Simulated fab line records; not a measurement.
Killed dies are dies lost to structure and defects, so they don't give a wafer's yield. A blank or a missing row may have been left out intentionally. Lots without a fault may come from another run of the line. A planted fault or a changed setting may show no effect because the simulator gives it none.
fab line records    flow rit_cmos
record lots=6  wafers=18  last_day=7
route steps=202 shown FOX2@24 NWELL@28 PWELL@40 WELLDRIVE@50 M1@202
lots untouched by any fault: they come from a run of this same line in which no faults occurred
start_h: start of the lot's first displayed wafer, in hours after the record's first day    wait_h: hours from the lot's prior step to this one    " same as the row above    L1.1+2: a single row standing in for several wafers    - no value present, or no start provided    * or withheld: withheld    < > ~ a bound
route shown NAME@n: names a module that has steps shown in the file, with the first one's number in the route    usual: mean/standard deviation of fault-free wafers    same: alike in all rows    chamber/n: place in a boat    sites: the reading at each site    _std_site: the standard deviation of these    _edge_site: inner sites' mean taken away from outer sites' mean    radius_mm: how far each site lies from the wafer's centre    mask NAME#n: copy n    behind: the tool/chamber that last shaped the wafer    hold: the reason the lot was held/the length of the hold in hours/how it ended    device: transistor that didn't switch, given as n, p or np    end of line: the route-end tests of the same wafers    where a step has no rows: the recipe by itself    killed: at the first sort, the dies lost to defects and structure; wafer yield is something else    map: a wafer's dies, x killed, . not, _ none there
set.NAME: the setting that was run; set.NAME@STEP: the one run at that earlier step    model.NAME: the simulator's own value behind a step, which no gauge read
lots seen at some steps along the route; tables by step, rows by wafer
services: the hour from which a tool's chamber was out of use, counted from the record's first day as start_h (under 0 if before that day), plus the number of hours and why
## steps
# step RIT_FOX2_THK_MEAS_01
# recipe reads=SiO2_of_FOX2_OXIDATION_00
# usual FOX2_OXIDE_THK=352/6.2
lot.wafer  tool           chamber  start_h  wait_h  FOX2_OXIDE_THK[nm]
L291.2     film_metro-02  -        18.78    0.0     354
L291.4     "              -        "        "       350
L291.5     "              -        "        "       355
L292.1     film_metro-03  -        26.47    0.0     354
L292.4     "              -        "        "       357
L292.5     "              -        "        "       353
L297.1     film_metro-03  -        54.64    0.0     357
L297.3     "              -        "        "       354
L297.4     "              -        "        "       352
L305.2     film_metro-02  -        91.93    0.0     358
L305.4     "              -        "        "       358
L305.6     "              -        "        "       353
L306.2     film_metro-04  -        97.12    0.0     336
L306.4     "              -        "        "       343
L306.6     "              -        "        "       338
L312.1     film_metro-04  -        124.74   0.0     348
L312.3     "              -        "        "       352
L312.6     "              -        "        "       352
# step RIT_FOX2_CLEAN_02
# recipe chemistry=dHF  dilution=50:1  time_s=180
# step RIT_FOX2_WET_ETCH_03
# recipe chemistry=H3PO4  target=Si3N4  target_depth_nm=195  temp_c=165  time_s=2700
# step RIT_FOX2_THK_MEAS_90
# recipe reads=SiO2_of_FOX2_OXIDATION_00
# usual FIELD_OXIDE_LEFT_1_THK=324/6.2
lot.wafer  tool           chamber  start_h  wait_h  FIELD_OXIDE_LEFT_1_THK[nm]
L291.2     film_metro-04  -        19.66    0.0     326
L291.4     "              -        "        "       323
L291.5     "              -        "        "       328
L292.1     film_metro-02  -        27.35    0.0     327
L292.4     "              -        "        "       330
L292.5     "              -        "        "       325
L297.1     film_metro-03  -        55.52    0.0     330
L297.3     "              -        "        "       327
L297.4     "              -        "        "       325
L305.2     film_metro-04  -        92.81    0.0     330
L305.4     "              -        "        "       330
L305.6     "              -        "        "       325
L306.2     film_metro-04  -        98.00    0.0     309
L306.4     "              -        "        "       316
L306.6     "              -        "        "       310
L312.1     film_metro-04  -        125.63   0.0     321
L312.3     "              -        "        "       325
L312.6     "              -        "        "       325
# step RIT_NWELL_HMDS_00
# recipe prime_time_s=60  prime_temp_c=140
# step RIT_NWELL_COAT_01
# recipe resist=NOVOLAK  spin_rpm=2000  resist_thk_nm=1300
# step RIT_NWELL_SOFTBAKE_02
# recipe resist=NOVOLAK  temp_c=90  time_s=60
# step RIT_NWELL_EXPOSE_03
# recipe mask_id=M2  na=0.57  target_cd_nm=43900  dose_mj=250
# step RIT_NWELL_PEB_04
# recipe resist=NOVOLAK  temp_c=withheld  time_s=withheld
# step RIT_NWELL_DEVELOP_05
# recipe resist=NOVOLAK  develop_time_s=68  dev_temp_c=23
# step RIT_NWELL_OVL_MEAS_06
# usual NWELL_OVL=0.6/1.3
lot.wafer  tool        chamber  start_h  wait_h  NWELL_OVL[nm]
L291.2     overlay-01  -        20.72    -       0.6
L291.4     "           -        "        "       2.4
L291.5     "           -        "        "       -0.7
L292.1     overlay-01  -        28.46    -       -2.5
L292.4     "           -        "        "       -1.4
L292.5     "           -        "        "       -0.9
L297.1     overlay-02  -        56.58    -       0.5
L297.3     "           -        "        "       0.5
L297.4     "           -        "        "       2.0
L305.2     overlay-02  -        93.87    -       1.6
L305.4     "           -        "        "       1.9
L305.6     "           -        "        "       2.8
L306.2     overlay-02  -        98.93    -       2.0
L306.4     "           -        "        "       1.7
L306.6     "           -        "        "       1.8
L312.1     overlay-01  -        126.78   -       0.3
L312.3     "           -        "        "       -0.8
L312.6     "           -        "        "       -0.5
# step RIT_NWELL_HARDBAKE_07
# recipe resist=NOVOLAK  temp_c=140  time_s=120
# step RIT_NWELL_IMPLANT_08
# recipe species=P  energy_kev=170  dose_cm2=5e+13  tilt_deg=7
# usual dose_ions_cm2=5e+13/6.1e+10  faraday_current_uA=158.8/2.9
lot.wafer  tool          chamber  start_h  wait_h  dose_ions_cm2  faraday_current_uA
L291.2     implanter-04  0        21.02    0.2     5.002e+13      152.2
L291.4     "             0        "        "       5.005e+13      156.8
L291.5     "             0        "        "       4.996e+13      159.7
L292.1     implanter-01  0        28.75    0.2     4.991e+13      161.2
L292.4     "             0        "        "       4.987e+13      156.6
L292.5     "             0        "        "       4.998e+13      161.5
L297.1     implanter-02  0        56.87    0.2     4.993e+13      157.9
L297.3     "             0        "        "       5.004e+13      155.9
L297.4     "             0        "        "       5.003e+13      150.8
L305.2     implanter-01  0        94.18    0.2     4.762e+13      149.7
L305.4     "             0        "        "       4.757e+13      149.5
L305.6     "             0        "        "       4.76e+13       151.5
L306.2     implanter-01  0        99.24    0.2     4.749e+13      153.6
L306.4     "             0        "        "       4.759e+13      152.1
L306.6     "             0        "        "       4.755e+13      147.9
L312.1     implanter-02  0        127.06   0.2     5.001e+13      157.6
L312.3     "             0        "        "       5.008e+13      156.3
L312.6     "             0        "        "       5.003e+13      160.9
# step RIT_NWELL_STRIP_09
# recipe chemistry=O2  time_s=180  resist=NOVOLAK  platen_temp_c=withheld  power_w=500  pressure_mtorr=4000  o2_flow_sccm=4000
# usual drypump_motor_current_A=5.68/0.28
# same time_s=180
lot.wafer  tool             chamber  start_h  wait_h  drypump_motor_current_A  rf_hours_counter_h
L291.2     plasma_asher-04  1        21.15    0.1     5.85                     38
L291.4     "                1        "        "       5.81                     -
L291.5     "                0        "        "       5.24                     -
L292.1     plasma_asher-01  1        28.90    0.1     6.06                     37
L292.4     "                0        "        "       5.74                     -
L292.5     "                1        "        "       6.05                     -
L297.1     plasma_asher-04  1        57.02    0.1     5.78                     42
L297.3     "                0        "        "       5.22                     -
L297.4     "                1        "        "       5.82                     -
L305.2     plasma_asher-01  0        94.30    0.1     5.73                     43
L305.4     "                1        "        "       6.04                     -
L305.6     "                1        "        "       6.04                     -
L306.2     plasma_asher-03  1        99.36    0.1     5.72                     46
L306.4     "                1        "        "       5.75                     -
L306.6     "                1        "        "       5.76                     -
L312.1     plasma_asher-04  0        127.21   0.1     5.22                     50
L312.3     "                0        "        "       5.22                     -
L312.6     "                1        "        "       5.78                     -
# step RIT_NWELL_TW_MEAS_10
# usual NWELL_TW=2141/13
lot.wafer  tool           chamber  start_h  wait_h  hold                      NWELL_TW
L291.2     film_metro-01  -        21.33    0.1     -                         2131
L291.4     "              -        "        "       -                         2136
L291.5     "              -        "        "       -                         2133
L292.1     film_metro-01  -        29.08    0.1     -                         2114
L292.4     "              -        "        "       -                         2114
L292.5     "              -        "        "       -                         2128
L297.1     film_metro-04  -        57.19    0.1     -                         2152
L297.3     "              -        "        "       -                         2148
L297.4     "              -        "        "       -                         2148
L305.2     film_metro-04  -        94.49    0.1     -                         2103
L305.4     "              -        "        "       -                         2101
L305.6     "              -        "        "       -                         2107
L306.2     film_metro-01  -        99.55    0.1     await_dispo/0.2h/release  2101
L306.4     "              -        "        "       await_dispo/0.2h/release  2093
L306.6     "              -        "        "       await_dispo/0.2h/release  2086
L306.2     film_metro-01  -        99.78    0.2     -                         2094
L306.4     "              -        "        "       -                         2091
L306.6     "              -        "        "       -                         2086
L312.1     film_metro-04  -        127.39   0.1     -                         2147
L312.3     "              -        "        "       -                         2161
L312.6     "              -        "        "       -                         2152
# step RIT_PWELL_COAT_01
# recipe resist=NOVOLAK  spin_rpm=2000  resist_thk_nm=1300
# step RIT_PWELL_SOFTBAKE_02
# recipe resist=NOVOLAK  temp_c=90  time_s=60
# step RIT_PWELL_EXPOSE_03
# recipe mask_id=M3  na=0.57  target_cd_nm=43700  dose_mj=250
# step RIT_PWELL_PEB_04
# recipe resist=NOVOLAK  temp_c=withheld  time_s=withheld
# step RIT_PWELL_DEVELOP_05
# recipe resist=NOVOLAK  develop_time_s=68  dev_temp_c=23
# step RIT_PWELL_OVL_MEAS_06
# usual PWELL_OVL=-0.1/1.4
lot.wafer  tool        chamber  start_h  wait_h  PWELL_OVL[nm]
L291.2     overlay-02  -        22.40    -       0.3
L291.4     "           -        "        "       -1.3
L291.5     "           -        "        "       1.6
L292.1     overlay-01  -        30.14    -       1.4
L292.4     "           -        "        "       -0.5
L292.5     "           -        "        "       -2.5
L297.1     overlay-02  -        58.13    -       0.1
L297.3     "           -        "        "       -1.5
L297.4     "           -        "        "       -0.9
L305.2     overlay-02  -        95.76    -       0.1
L305.4     "           -        "        "       2.2
L305.6     "           -        "        "       0.0
L306.2     overlay-01  -        113.80   -       -0.7
L306.4     "           -        "        "       1.7
L306.6     "           -        "        "       -0.7
L312.1     overlay-02  -        128.33   -       -1.0
L312.3     "           -        "        "       0.6
L312.6     "           -        "        "       1.7
# step RIT_PWELL_HARDBAKE_07
# recipe resist=NOVOLAK  temp_c=140  time_s=120
# step RIT_PWELL_IMPLANT_08
# recipe species=B  energy_kev=170  dose_cm2=7e+13  tilt_deg=7
# step RIT_PWELL_STRIP_09
# recipe chemistry=O2  time_s=180  resist=NOVOLAK  platen_temp_c=withheld  power_w=500  pressure_mtorr=4000  o2_flow_sccm=4000
# usual drypump_motor_current_A=5.66/0.27
# same time_s=180
lot.wafer  tool             chamber  start_h  wait_h  drypump_motor_current_A  rf_hours_counter_h
L291.2     plasma_asher-04  0        22.83    0.1     5.22                     38
L291.4     "                1        "        "       5.76                     -
L291.5     "                0        "        "       5.21                     -
L292.1     plasma_asher-03  0        30.58    0.1     5.41                     38
L292.4     "                1        "        "       5.74                     -
L292.5     "                1        "        "       5.70                     -
L297.1     plasma_asher-04  1        58.57    0.1     5.80                     42
L297.3     "                0        "        "       5.21                     -
L297.4     "                1        "        "       5.80                     -
L305.2     plasma_asher-03  1        96.24    0.1     5.73                     45
L305.4     "                1        "        "       5.74                     -
L305.6     "                0        "        "       5.37                     -
L306.2     plasma_asher-02  1        114.68   0.1     6.02                     30
L306.4     "                0        "        "       5.77                     -
L306.6     "                1        "        "       6.04                     -
L312.1     plasma_asher-04  1        128.89   0.1     5.78                     50
L312.3     "                0        "        "       5.20                     -
L312.6     "                0        "        "       5.21                     -
# step RIT_PWELL_TW_MEAS_10
# usual PWELL_TW=949/6.5
lot.wafer  tool           chamber  start_h  wait_h  PWELL_TW
L291.2     film_metro-04  -        23.01    0.1     954
L291.4     "              -        "        "       950
L291.5     "              -        "        "       948
L292.1     film_metro-04  -        30.75    0.1     951
L292.4     "              -        "        "       955
L292.5     "              -        "        "       952
L297.1     film_metro-01  -        58.74    0.1     934
L297.3     "              -        "        "       944
L297.4     "              -        "        "       942
L305.2     film_metro-01  -        96.43    0.1     943
L305.4     "              -        "        "       946
L305.6     "              -        "        "       947
L306.2     film_metro-04  -        114.87   0.1     952
L306.4     "              -        "        "       960
L306.6     "              -        "        "       951
L312.1     film_metro-04  -        129.07   0.1     949
L312.3     "              -        "        "       952
L312.6     "              -        "        "       953
# step RIT_WELLDRIVE_ANNEAL_00
# recipe temp_c=1100  time_s=14700  ambient=N2
# step RIT_WELLDRIVE_RS_MEAS_01
# recipe thk_meas_gauge=four-point-probe
# usual NWELL_RS=275.8/0.85
lot.wafer  tool           chamber  start_h  wait_h  hold                      NWELL_RS[ohm/sq]
L291.2     film_metro-04  -        28.55    0.0     -                         274.0
L291.4     "              -        "        "       -                         274.7
L291.5     "              -        "        "       -                         273.7
L292.1     film_metro-04  -        37.73    0.0     -                         276.7
L292.4     "              -        "        "       -                         276.1
L292.5     "              -        "        "       -                         275.2
L297.1     film_metro-01  -        65.29    0.0     -                         277.8
L297.3     "              -        "        "       -                         277.0
L297.4     "              -        "        "       -                         278.0
L305.2     film_metro-01  -        102.21   0.0     await_dispo/0.2h/release  285.6
L305.4     "              -        "        "       await_dispo/0.2h/release  285.0
L305.6     "              -        "        "       await_dispo/0.2h/release  284.6
L305.2     film_metro-01  -        102.50   0.3     -                         284.9
L305.4     "              -        "        "       -                         284.9
L305.6     "              -        "        "       -                         284.7
L306.2     film_metro-04  -        120.74   0.0     await_dispo/0.2h/release  284.9
L306.4     "              -        "        "       await_dispo/0.2h/release  284.5
L306.6     "              -        "        "       await_dispo/0.2h/release  284.1
L306.2     film_metro-04  -        121.11   0.4     -                         285.4
L306.4     "              -        "        "       -                         284.6
L306.6     "              -        "        "       -                         284.7
L312.1     film_metro-04  -        134.21   0.0     -                         274.6
L312.3     "              -        "        "       -                         275.2
L312.6     "              -        "        "       -                         274.1
# step RIT_WELLDRIVE_RS_MEAS_02
# recipe thk_meas_gauge=four-point-probe
# usual PWELL_RS=430.4/1.3
lot.wafer  tool           chamber  start_h  wait_h  hold                      PWELL_RS[ohm/sq]
L291.2     film_metro-04  -        28.67    0.1     -                         429.8
L291.4     "              -        "        "       -                         430.3
L291.5     "              -        "        "       -                         430.6
L292.1     film_metro-04  -        37.85    0.1     -                         429.9
L292.4     "              -        "        "       -                         428.6
L292.5     "              -        "        "       -                         428.5
L297.1     film_metro-01  -        65.41    0.1     -                         432.3
L297.3     "              -        "        "       -                         432.4
L297.4     "              -        "        "       -                         432.7
L305.2     film_metro-01  -        106.41   3.9     await_dispo/3.8h/release  433.1
L305.4     "              -        "        "       await_dispo/3.8h/release  432.1
L305.6     "              -        "        "       await_dispo/3.8h/release  432.7
L306.2     film_metro-04  -        123.05   1.9     await_dispo/1.8h/release  432.4
L306.4     "              -        "        "       await_dispo/1.8h/release  433.4
L306.6     "              -        "        "       await_dispo/1.8h/release  432.0
L312.1     film_metro-04  -        134.33   0.1     -                         431.9
L312.3     "              -        "        "       -                         432.2
L312.6     "              -        "        "       -                         430.1
# step RIT_M1_PROBE_99
# usual killed_at_contacts=0.1/0.37  killed_at_front_end=6.9/2.9  killed_dies=7.1/2.9  killed_open=3.3/1.8  killed_short=3.6/2.2
# same gross_dies=264  killed_at_M0_to_M3=0  killed_at_M4_up=0  killed_at_back_side=0  killed_at_other=0
lot.wafer  tool       chamber  start_h  wait_h  killed_at_contacts  killed_at_front_end  killed_dies  killed_open  killed_short
L291.2     prober-01  -        65.35    0.1     0                   6                    6            3            3
L291.4     prober-01  -        65.45    0.2     0                   9                    9            4            5
L291.5     prober-01  -        65.50    0.2     0                   6                    6            1            5
L305.2     prober-01  -        142.36   0.1     0                   8                    8            2            6
L305.4     prober-01  -        142.46   0.2     0                   7                    7            4            3
L305.6     prober-01  -        142.56   0.2     0                   8                    8            4            4
L312.1     prober-02  -        164.89   0.1     0                   5                    5            1            4
L312.3     prober-02  -        164.99   0.2     0                   8                    8            5            3
L312.6     prober-02  -        165.14   0.2     0                   13                   13           8            5
# killed by level:class
L291.2 REOX:geometric_particle:short=2 SILICIDE:geometric_particle:open=2 GATE:geometric_particle:open=1 GATE:geometric_particle:short=1
L291.4 GATE:geometric_particle:short=2 REOX:geometric_particle:open=2 SPACER:geometric_particle:short=2 FOX2:geometric_particle:open=1 GATE:geometric_particle:open=1 REOX:geometric_particle:short=1
L291.5 REOX:geometric_particle:short=3 FOX2:geometric_particle:short=1 REOX:geometric_particle:open=1 SPACER:geometric_particle:short=1
L305.2 GATE:geometric_particle:short=3 FOX2:geometric_particle:short=1 FOX2:geometric_particle:open=1 GATE:geometric_particle:open=1 REOX:geometric_particle:short=1 SPACER:geometric_particle:short=1
L305.4 REOX:geometric_particle:open=3 SPACER:geometric_particle:short=2 GATE:geometric_particle:short=1 SILICIDE:geometric_particle:open=1
L305.6 FOX1:geometric_particle:open=2 FOX2:geometric_particle:short=1 GATE:geometric_particle:short=1 REOX:geometric_particle:open=1 SPACER:geometric_particle:short=1 SPACER:geometric_particle:open=1 SILICIDE:geometric_particle:short=1
L312.1 FOX1:geometric_particle:short=2 FOX2:geometric_particle:short=2 FOX2:geometric_particle:open=1
L312.3 SILICIDE:geometric_particle:open=2 FOX1:geometric_particle:short=1 FOX1:geometric_particle:open=1 GATE:geometric_particle:open=1 REOX:geometric_particle:short=1 SPACER:geometric_particle:open=1 SILICIDE:geometric_particle:short=1
L312.6 SPACER:geometric_particle:open=5 FOX2:geometric_particle:short=2 SILICIDE:geometric_particle:short=2 FOX1:geometric_particle:open=1 FOX2:geometric_particle:open=1 GATE:geometric_particle:short=1 REOX:geometric_particle:open=1
## services
tool             chamber  start_h  hours  kind
implanter-01     -        27.14    1.3    repair
plasma_asher-01  -        31.07    15.6   pm
implanter-02     -        57.82    3.9    pm
plasma_asher-02  -        58.08    9.8    repair
plasma_asher-02  -        67.84    9.9    pm
plasma_asher-04  -        94.35    2.1    repair
plasma_asher-04  -        100.74   0.8    repair
plasma_asher-03  -        108.75   9.0    pm
plasma_asher-03  0        108.75   9.0    vent_cycle
plasma_asher-03  1        108.75   9.0    vent_cycle
plasma_asher-03  0        117.75   -      clean
plasma_asher-03  1        117.75   -      clean
## key
first_sign step=RIT_NWELL_IMPLANT_08  reading=dose_ions_cm2  direction=down  sigmas=40  usual=5e+13  struck=4.757e+13
effect step=RIT_NWELL_IMPLANT_08  reading=faraday_current_uA  direction=down  sigmas=2.8  usual=158.8  struck=150.7
effect step=RIT_NWELL_TW_MEAS_10  reading=visit  direction=added
effect step=RIT_WELLDRIVE_RS_MEAS_01  reading=visit  direction=added
effect step=RIT_WELLDRIVE_RS_MEAS_01  reading=NWELL_RS  direction=up  sigmas=10  usual=275.8  struck=284.8
met_at RIT_NWELL_IMPLANT_08
struck_wafers L305.2,L305.4,L305.6,L306.2,L306.4,L306.6
rows_end L306.2,L306.4,L306.6
tester_left_out L305
onset_between 28.75 94.18
fault kind=process_parameter_drift  tool=implanter-01  chamber=-  onset_h=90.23  steps=RIT_NWELL_IMPLANT_08  channel=dose_cm2  offset=-2.3868e+12  shape=step  end_h=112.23  acts_in=these_recipes_only  stated=5e+13
# tester_left_out: of these lots the tester's yield and bins aren't shown, on N5 and GAA mostly nor the transistor test; their killed dies are dies lost to structure and defects alone, not to doping, threshold or leakage, so they don't give the yield
# rows_end: these wafers met a further fault down the route, and their rows from its step on are left out
